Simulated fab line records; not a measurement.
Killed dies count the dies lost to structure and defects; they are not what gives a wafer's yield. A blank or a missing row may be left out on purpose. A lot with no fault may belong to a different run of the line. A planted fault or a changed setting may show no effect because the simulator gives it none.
Struck lot and sound lot, side by side -- flow berkeley-cmos170 -- 14 steps out of a route of 331
Sound: wafers L240.2, L240.3, L240.4. Struck: wafers L248.2, L248.4, L248.5. The cause is named last.
Each step with rows lists, per side, the tool, then ch with its chambers, then its first start. Under that, the readings that differ: sound wafers -- struck wafers -- difference of the means -- sigmas: that difference in standard deviations of wafers without a fault.
alike: readings with means less than 2 such deviations apart, plus words and numbers identical on both sides. not compared: withheld readings, readings lacking a value on some wafer, bounds such as >300 that could conceal the same value, and numbers that have no deviation in the record and whose values overlap.
A row with sigmas, a row that says differs or no value, or rows on one side alone: a step with any of these is where the two part. Numbers that have no deviation but don't overlap get no sigmas and don't part them. A reading missing from all wafers of one side parts the sides only when that side holds two or more wafers.

first, 2 steps without rows for these wafers: UCB170_GATE_ANNEAL_03 (time 1800 s); UCB170_GATE_CVD_04 (deposits poly-Si from SiH4, time 1440 s, target thk 214 nm).
UCB170_GATE_THK_MEAS_05:
  sound on film-metro-04 at day 6 23:50; struck on film-metro-01 at day 8 13:50
  alike: GATE_POLY_THK
then, 6 steps without rows for these wafers: UCB170_GATE_COAT_06; UCB170_GATE_COAT_07 (resist thk 900 nm); UCB170_GATE_SOFTBAKE_08 (time 60 s); UCB170_GATE_EXPOSE_09 (exposes mask POLY, target cd 350 nm); UCB170_GATE_PEB_10; UCB170_GATE_DEVELOP_11 (develop time 45 s).
UCB170_GATE_CD_MEAS_12 targets a cd of 350 nm.
  sound on cd-sem-01 at day 7 00:45; struck on cd-sem-01 at day 8 14:52
  alike: cd-nm
UCB170_GATE_OVL_MEAS_13:
  sound on overlay-01 at day 7 00:51; struck on overlay-01 at day 8 14:58
  alike: GATE_OVL
UCB170_GATE_ETCH_14: etches BARC in N2/H2.
  sound on rie-diel-02 ch 0,1,2, day 7 00:53; struck on rie-diel-03 ch 0,1,2, day 8 14:59
  alike: drypump-motor-current-A, n2-flow-sccm, oes-product-au, throttle-valve-pct
UCB170_GATE_ETCH_15: etches poly-Si in HBr/Cl2, stops on SiO2, time 56.3 s, target depth 278.2 nm.
  sound on rie-si-01 ch 0,1, day 7 00:55; struck on rie-si-01 ch 1,2, day 8 15:02
reading,sound,struck,difference,sigmas
oes-product-au (a.u.),0.809 0.828 0.803,0.966 0.957 0.967,+0.150,+9
model.KrF_of_GATE_COAT_07.thk-nm (nm),776 773.3 777.1,818.4 821.5 819,+44.2,
model.GATE.feature-depth-nm (nm),214.9 215.6 214.3,175.6 175.4 175.7,-39.4,
model.etch.depth-nm (nm),214.9 215.6 214.3,175.6 175.4 175.7,-39.4,
  alike: drypump-motor-current-A, he-backside-leak-sccm, throttle-valve-pct
  not compared: rf-hours-counter-h
UCB170_GATE_STRIP_16: strips in O2.
  sound on plasma-asher-04 ch 0,1, day 7 00:58; struck on plasma-asher-03 ch 0,1, day 8 15:05
  alike: drypump-motor-current-A, oes-product-au
  not compared: rf-hours-counter-h

## WHERE THEY PART
Only at UCB170_GATE_ETCH_15, as far as this record shows. Later steps at which nothing parts them and some readings are alike: UCB170_GATE_STRIP_16.

WHY: whatever the simulator had introduced
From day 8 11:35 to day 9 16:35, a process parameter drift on rie-si-01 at UCB170_GATE_ETCH_15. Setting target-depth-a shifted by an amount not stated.
